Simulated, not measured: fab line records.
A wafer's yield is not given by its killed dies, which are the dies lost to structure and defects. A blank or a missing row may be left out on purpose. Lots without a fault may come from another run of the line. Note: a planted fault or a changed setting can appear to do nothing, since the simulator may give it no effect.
8D (eight disciplines) problem report, filled in by code -- flow berkeleyCmos170 -- the parts of the form that need people (team, actions taken, sign-off) are left out

## 1. PROBLEM STATEMENT
M2_AL_RS at UCB170_M2_RS_MEAS_02 reads a mean of 0.0391 ohm/sq on 1 wafer of 1 lot; wafers without a fault read 0.0323 ohm/sq with a standard deviation of 0.00062. Measured from the usual mean, that is +11 standard deviations.
The step: measures by four-point-probe.
Seen first at day 12 01:21 on filmMetro-01, wafer L619.1. The record has a number at this step for 39 wafers belonging to 13 lots. Rule for "out" (also "out of limits"): further than 4 standard deviations from the usual mean. The rest of the wafers with a number are treated as sound.

## 2. WHAT IT IS; WHAT IT IS NOT
question,is,is not
which readings at this step,M2_AL_RS,-
which lots,L619,"L608, L609, L610, L611, L614, L620, L621, L622, L625, L628, L629, L630"
which wafers of those lots,L619.1,"L619.3, L619.4"
read on which gauges,filmMetro-01,"filmMetro-02, filmMetro-04"
when,from day 12 01:21,"up to then (17 sound wafers); but 21 sound wafers of L620, L621, L622, L625, L628, L629, L630 came after"

## 3. THE SUSPECTS, EACH WITH WHAT RULES IT OUT
Counting: any tool at a process step up to the reading remains a suspect provided it ran every lot that is out. Sound lots after the first of them don't rule it out here, since some wafers of a struck lot are sound.
- the gauge at UCB170_M2_RS_MEAS_02: kept. All the wafers that are out were read on filmMetro-01, and no step on other tools shows them out.
- pvdSputter-02 at UCB170_M2_SPUTTER_01 (material Al, target thk 900 nm, time 120 s): kept. It ran the lot that is out, L619 (day 12 01:16); its last sound lot up to then is L609 (day 9 15:12).
Remaining after the count are pvdSputter-02 at UCB170_M2_SPUTTER_01 and filmMetro-01 at UCB170_M2_RS_MEAS_02.

## 4. THE CAUSE (what the simulator had put in)
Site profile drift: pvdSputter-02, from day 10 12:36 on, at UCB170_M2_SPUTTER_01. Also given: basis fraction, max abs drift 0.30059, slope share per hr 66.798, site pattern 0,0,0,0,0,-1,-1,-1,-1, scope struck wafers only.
After counting, 2 suspects remain, this tool included.

## 5. THE EFFECT CHAIN, in route order
Each row: a reading where the mean over the struck wafers with a number is more than 3 standard deviations away from the usual. Only readings whose record carries a usual standard deviation are examined. hours: median over the lots of the time between each lot's start at the first step of this table that gives one and its start at this step. sigmas: the change, counted in usual standard deviations.
hours,step,reading,usual,on struck wafers,change,sigmas
0,UCB170_M2_RS_MEAS_02,M2_AL_RS,0.0323 ohm/sq,0.0391,+0.0068,+11
0,UCB170_M2_THK_MEAS_03,M2_AL_THK,907 nm,770,-137,-8.1
3,UCB170_M2_METAL_ETCH_18,oesProductAu,0.858 a.u.,0.807,-0.051,-3.6
The process steps in it:
- UCB170_M2_METAL_ETCH_18: etches Al in Cl2/BCl3, stops on SiO2, target depth 1170 nm, time 195 s.
At these later measuring or inspecting steps, every struck wafer for which the step has a row has a number for every such reading, and none has moved that far: UCB170_M2_OVL_MEAS_16, UCB170_V2_BOW_MEAS_03.

## 6. HOW IT WOULD HAVE BEEN CAUGHT EARLIER
Counted from the fault's start at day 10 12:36, it took 37 hours until the first out-of-limits reading at a measuring or inspecting step in this record, taken at day 12 01:21.
An alarm limit of 4 standard deviations would not have fired on the tool readings at UCB170_M2_SPUTTER_01 for which the record gives a usual standard deviation, since none of them was out on any struck wafer.
By day 12 01:21 the whole set of lots that are out, 1 in number, had already begun UCB170_M2_SPUTTER_01 on pvdSputter-02. None of them would have been spared by holding the tool at that moment.
